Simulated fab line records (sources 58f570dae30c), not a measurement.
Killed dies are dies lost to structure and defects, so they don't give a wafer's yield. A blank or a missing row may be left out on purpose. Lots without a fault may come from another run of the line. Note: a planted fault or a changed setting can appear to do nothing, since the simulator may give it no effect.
Lot-split experiment | flow berkeleyCmos170 | 5 lots, 23 wafers read, on a route of 331 steps

## THE SPLIT
At UCB170_PWELL_OXIDATION_02 (target thk 26.4 nm, ox time 1260 s), the setting oxTimeS was moved away from the recipe's 1260 s on 20 of the 23 wafers read, by -7.3% to +12.9%. This setting was run at the recipe's value on the other wafers.

The file shows no step between the split and the reading.

## THE READING
At UCB170_PWELL_THK_MEAS_03: PWELL_OXIDE_THK, given in nm. Typical for fault-free wafers on this fab line: 26.5 nm, with standard deviation 0.39 nm.

wafer  | tool, chamber at the split | oxTimeS as run, s | against the recipe | PWELL_OXIDE_THK, nm | against lot-mates on the recipe
L075.1 | -, -                       | 1314              | +4.3%              | 27.5                | no lot-mate on the recipe
L075.2 | -, -                       | 1314              | +4.3%              | 27.6                | no lot-mate on the recipe
L075.3 | -, -                       | 1314              | +4.3%              | 27.7                | no lot-mate on the recipe
L075.4 | -, -                       | 1314              | +4.3%              | 27.2                | no lot-mate on the recipe
L075.6 | -, -                       | 1314              | +4.3%              | 27.0                | no lot-mate on the recipe
L076.2 | furnace-04, 0              | 1260              | recipe             | 26.3                | -
L076.3 | furnace-04, 0              | 1260              | recipe             | 26.1                | -
L076.5 | furnace-04, 0              | 1260              | recipe             | 26.1                | -
L081.1 | -, -                       | 1168              | -7.3%              | 25.8                | no lot-mate on the recipe
L081.2 | -, -                       | 1168              | -7.3%              | 26.0                | no lot-mate on the recipe
L081.3 | -, -                       | 1168              | -7.3%              | 25.7                | no lot-mate on the recipe
L081.5 | -, -                       | 1168              | -7.3%              | 26.2                | no lot-mate on the recipe
L081.6 | -, -                       | 1168              | -7.3%              | 25.8                | no lot-mate on the recipe
L082.1 | -, -                       | 1198              | -4.9%              | 25.6                | no lot-mate on the recipe
L082.2 | -, -                       | 1198              | -4.9%              | 26.1                | no lot-mate on the recipe
L082.4 | -, -                       | 1198              | -4.9%              | 26.2                | no lot-mate on the recipe
L082.5 | -, -                       | 1198              | -4.9%              | 25.8                | no lot-mate on the recipe
L082.6 | -, -                       | 1198              | -4.9%              | 26.0                | no lot-mate on the recipe
L085.1 | -, -                       | 1423              | +12.9%             | 28.3                | no lot-mate on the recipe
L085.2 | -, -                       | 1423              | +12.9%             | 28.6                | no lot-mate on the recipe
L085.3 | -, -                       | 1423              | +12.9%             | 28.4                | no lot-mate on the recipe
L085.4 | -, -                       | 1423              | +12.9%             | 28.0                | no lot-mate on the recipe
L085.6 | -, -                       | 1423              | +12.9%             | 28.3                | no lot-mate on the recipe

FIT RESULTS
A straight line over all 23 wafers: PWELL_OXIDE_THK changes by +0.128 nm for each +1% of oxTimeS; r = +0.95; the points scatter about the line by 0.31 nm.
Too few moved wafers with a lot-mate on the recipe to fit a line net of each lot's own level.

## THE WHOLE CHAIN: every reading that the file lists as answering this split, in the file's order
step                      | what it does                       | reading                                                                           | change (the file's fit)              | r (the file's)
UCB170_PWELL_OXIDATION_02 | target thk 26.4 nm, ox time 1260 s | SiO2_of_PWELL_OXIDATION_02.thkNm (the simulator's own value, which no gauge read) | +0.13 nm for each +1% of the setting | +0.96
UCB170_PWELL_THK_MEAS_03  |                                    | PWELL_OXIDE_THK                                                                   | +0.129 for each +1% of the setting   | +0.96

## THE FILE'S OWN FIT
PWELL_OXIDE_THK changes by +0.129 nm for each +1% of oxTimeS, r = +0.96.
